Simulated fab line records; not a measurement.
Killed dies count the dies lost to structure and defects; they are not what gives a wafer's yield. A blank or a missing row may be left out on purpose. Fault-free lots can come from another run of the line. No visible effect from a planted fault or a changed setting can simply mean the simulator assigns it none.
Lot-split experiment || flow berkeley_cmos170 || 5 lots, 27 wafers read, on a route of 331 steps

## ABOUT THE SPLIT
At UCB170_FIELD_OXIDATION_01 (target thk 558.3 nm, ox time 7200 s), the setting ox_time_s was moved away from the recipe's 7200 s on 24 of the 27 wafers read, by -33.3% to +41.8%. All remaining wafers had this setting at the recipe value.

## FROM THE SPLIT TO THE READING: what the file shows between them, 9 steps
- UCB170_FIELD_THK_MEAS_02
- UCB170_FIELD_ANNEAL_03: time 1200 s
- UCB170_FIELD_WET_ETCH_04: etches SiO2 in dHF, time 60 s
- UCB170_FIELD_WET_ETCH_05: etches Si3N4 in H3PO4, time 12600 s
- UCB170_FIELD_WET_ETCH_06: etches SiO2 in BOE, time 22 s
- UCB170_FIELD_THK_MEAS_90
- UCB170_SACOX_CLEAN_00: cleans in dHF, time 7.5 s
- UCB170_SACOX_OXIDATION_01: target thk 14.4 nm, ox time 2400 s
- UCB170_GATE_WET_ETCH_00: etches SiO2 in dHF, time 200 s

## THE READING
At UCB170_FIELD_THK_MEAS_91: FIELD_OXIDE_LEFT_2_THK, given in nm. Typical for fault-free wafers on this fab line: 355 nm, with standard deviation 9.2 nm.

{"wafer": "L075.1", "tool, chamber at the split": "-, -", "ox_time_s as run, s": 5669, "against the recipe": "-21.3%", "FIELD_OXIDE_LEFT_2_THK, nm": 274, "against lot-mates on the recipe": "no lot-mate on the recipe"}
{"wafer": "L075.2", "tool, chamber at the split": "-, -", "ox_time_s as run, s": 5669, "against the recipe": "-21.3%", "FIELD_OXIDE_LEFT_2_THK, nm": 278, "against lot-mates on the recipe": "no lot-mate on the recipe"}
{"wafer": "L075.3", "tool, chamber at the split": "-, -", "ox_time_s as run, s": 5669, "against the recipe": "-21.3%", "FIELD_OXIDE_LEFT_2_THK, nm": 283, "against lot-mates on the recipe": "no lot-mate on the recipe"}
{"wafer": "L075.4", "tool, chamber at the split": "-, -", "ox_time_s as run, s": 5669, "against the recipe": "-21.3%", "FIELD_OXIDE_LEFT_2_THK, nm": 281, "against lot-mates on the recipe": "no lot-mate on the recipe"}
{"wafer": "L075.5", "tool, chamber at the split": "-, -", "ox_time_s as run, s": 5669, "against the recipe": "-21.3%", "FIELD_OXIDE_LEFT_2_THK, nm": 282, "against lot-mates on the recipe": "no lot-mate on the recipe"}
{"wafer": "L075.6", "tool, chamber at the split": "-, -", "ox_time_s as run, s": 5669, "against the recipe": "-21.3%", "FIELD_OXIDE_LEFT_2_THK, nm": 282, "against lot-mates on the recipe": "no lot-mate on the recipe"}
{"wafer": "L077.1", "tool, chamber at the split": "-, -", "ox_time_s as run, s": 10210, "against the recipe": "+41.8%", "FIELD_OXIDE_LEFT_2_THK, nm": 505, "against lot-mates on the recipe": "no lot-mate on the recipe"}
{"wafer": "L077.2", "tool, chamber at the split": "-, -", "ox_time_s as run, s": 10210, "against the recipe": "+41.8%", "FIELD_OXIDE_LEFT_2_THK, nm": 501, "against lot-mates on the recipe": "no lot-mate on the recipe"}
{"wafer": "L077.3", "tool, chamber at the split": "-, -", "ox_time_s as run, s": 10210, "against the recipe": "+41.8%", "FIELD_OXIDE_LEFT_2_THK, nm": 501, "against lot-mates on the recipe": "no lot-mate on the recipe"}
{"wafer": "L077.4", "tool, chamber at the split": "-, -", "ox_time_s as run, s": 10210, "against the recipe": "+41.8%", "FIELD_OXIDE_LEFT_2_THK, nm": 505, "against lot-mates on the recipe": "no lot-mate on the recipe"}
{"wafer": "L077.5", "tool, chamber at the split": "-, -", "ox_time_s as run, s": 10210, "against the recipe": "+41.8%", "FIELD_OXIDE_LEFT_2_THK, nm": 503, "against lot-mates on the recipe": "no lot-mate on the recipe"}
{"wafer": "L077.6", "tool, chamber at the split": "-, -", "ox_time_s as run, s": 10210, "against the recipe": "+41.8%", "FIELD_OXIDE_LEFT_2_THK, nm": 496, "against lot-mates on the recipe": "no lot-mate on the recipe"}
{"wafer": "L079.1", "tool, chamber at the split": "-, -", "ox_time_s as run, s": 4804, "against the recipe": "-33.3%", "FIELD_OXIDE_LEFT_2_THK, nm": 227, "against lot-mates on the recipe": "no lot-mate on the recipe"}
{"wafer": "L079.2", "tool, chamber at the split": "-, -", "ox_time_s as run, s": 4804, "against the recipe": "-33.3%", "FIELD_OXIDE_LEFT_2_THK, nm": 223, "against lot-mates on the recipe": "no lot-mate on the recipe"}
{"wafer": "L079.3", "tool, chamber at the split": "-, -", "ox_time_s as run, s": 4804, "against the recipe": "-33.3%", "FIELD_OXIDE_LEFT_2_THK, nm": 227, "against lot-mates on the recipe": "no lot-mate on the recipe"}
{"wafer": "L079.4", "tool, chamber at the split": "-, -", "ox_time_s as run, s": 4804, "against the recipe": "-33.3%", "FIELD_OXIDE_LEFT_2_THK, nm": 228, "against lot-mates on the recipe": "no lot-mate on the recipe"}
{"wafer": "L079.5", "tool, chamber at the split": "-, -", "ox_time_s as run, s": 4804, "against the recipe": "-33.3%", "FIELD_OXIDE_LEFT_2_THK, nm": 219, "against lot-mates on the recipe": "no lot-mate on the recipe"}
{"wafer": "L079.6", "tool, chamber at the split": "-, -", "ox_time_s as run, s": 4804, "against the recipe": "-33.3%", "FIELD_OXIDE_LEFT_2_THK, nm": 219, "against lot-mates on the recipe": "no lot-mate on the recipe"}
{"wafer": "L081.1", "tool, chamber at the split": "-, -", "ox_time_s as run, s": 5867, "against the recipe": "-18.5%", "FIELD_OXIDE_LEFT_2_THK, nm": 269, "against lot-mates on the recipe": "no lot-mate on the recipe"}
{"wafer": "L081.2", "tool, chamber at the split": "-, -", "ox_time_s as run, s": 5867, "against the recipe": "-18.5%", "FIELD_OXIDE_LEFT_2_THK, nm": 275, "against lot-mates on the recipe": "no lot-mate on the recipe"}
{"wafer": "L081.3", "tool, chamber at the split": "-, -", "ox_time_s as run, s": 5867, "against the recipe": "-18.5%", "FIELD_OXIDE_LEFT_2_THK, nm": 279, "against lot-mates on the recipe": "no lot-mate on the recipe"}
{"wafer": "L081.4", "tool, chamber at the split": "-, -", "ox_time_s as run, s": 5867, "against the recipe": "-18.5%", "FIELD_OXIDE_LEFT_2_THK, nm": 271, "against lot-mates on the recipe": "no lot-mate on the recipe"}
{"wafer": "L081.5", "tool, chamber at the split": "-, -", "ox_time_s as run, s": 5867, "against the recipe": "-18.5%", "FIELD_OXIDE_LEFT_2_THK, nm": 267, "against lot-mates on the recipe": "no lot-mate on the recipe"}
{"wafer": "L081.6", "tool, chamber at the split": "-, -", "ox_time_s as run, s": 5867, "against the recipe": "-18.5%", "FIELD_OXIDE_LEFT_2_THK, nm": 263, "against lot-mates on the recipe": "no lot-mate on the recipe"}
{"wafer": "L085.1", "tool, chamber at the split": "furnace-04, 0", "ox_time_s as run, s": 7200, "against the recipe": "recipe", "FIELD_OXIDE_LEFT_2_THK, nm": 343, "against lot-mates on the recipe": "-"}
{"wafer": "L085.3", "tool, chamber at the split": "furnace-04, 0", "ox_time_s as run, s": 7200, "against the recipe": "recipe", "FIELD_OXIDE_LEFT_2_THK, nm": 345, "against lot-mates on the recipe": "-"}
{"wafer": "L085.4", "tool, chamber at the split": "furnace-04, 0", "ox_time_s as run, s": 7200, "against the recipe": "recipe", "FIELD_OXIDE_LEFT_2_THK, nm": 343, "against lot-mates on the recipe": "-"}

THE FIT
A straight line over all 27 wafers: FIELD_OXIDE_LEFT_2_THK changes by +3.68 nm for each +1% of ox_time_s; r = +1.00; the points scatter about the line by 7.9 nm.
Too few moved wafers have a lot-mate on the recipe to fit a line with each lot's own level taken away.

## THE WHOLE CHAIN: every reading that the file lists as answering this split, in the file's order
{"step": "UCB170_FIELD_OXIDATION_01", "what it does": "target thk 558.3 nm, ox time 7200 s", "reading": "SiO2_of_FIELD_OXIDATION_01.thk_nm (the simulator's own value, which no gauge read)", "change (the file's fit)": "+3.67 nm for each +1% of the setting", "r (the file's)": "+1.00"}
{"step": "UCB170_FIELD_THK_MEAS_02", "what it does": "", "reading": "FIELD_OXIDE_THK", "change (the file's fit)": "+3.67 for each +1% of the setting", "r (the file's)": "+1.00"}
{"step": "UCB170_FIELD_THK_MEAS_90", "what it does": "", "reading": "FIELD_OXIDE_LEFT_1_THK", "change (the file's fit)": "+3.67 for each +1% of the setting", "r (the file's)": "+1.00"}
{"step": "UCB170_FIELD_THK_MEAS_91", "what it does": "", "reading": "FIELD_OXIDE_LEFT_2_THK", "change (the file's fit)": "+3.68 for each +1% of the setting", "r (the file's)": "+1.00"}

## THE FILE'S OWN FIT
FIELD_OXIDE_LEFT_2_THK changes by +3.68 nm for each +1% of ox_time_s, r = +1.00.
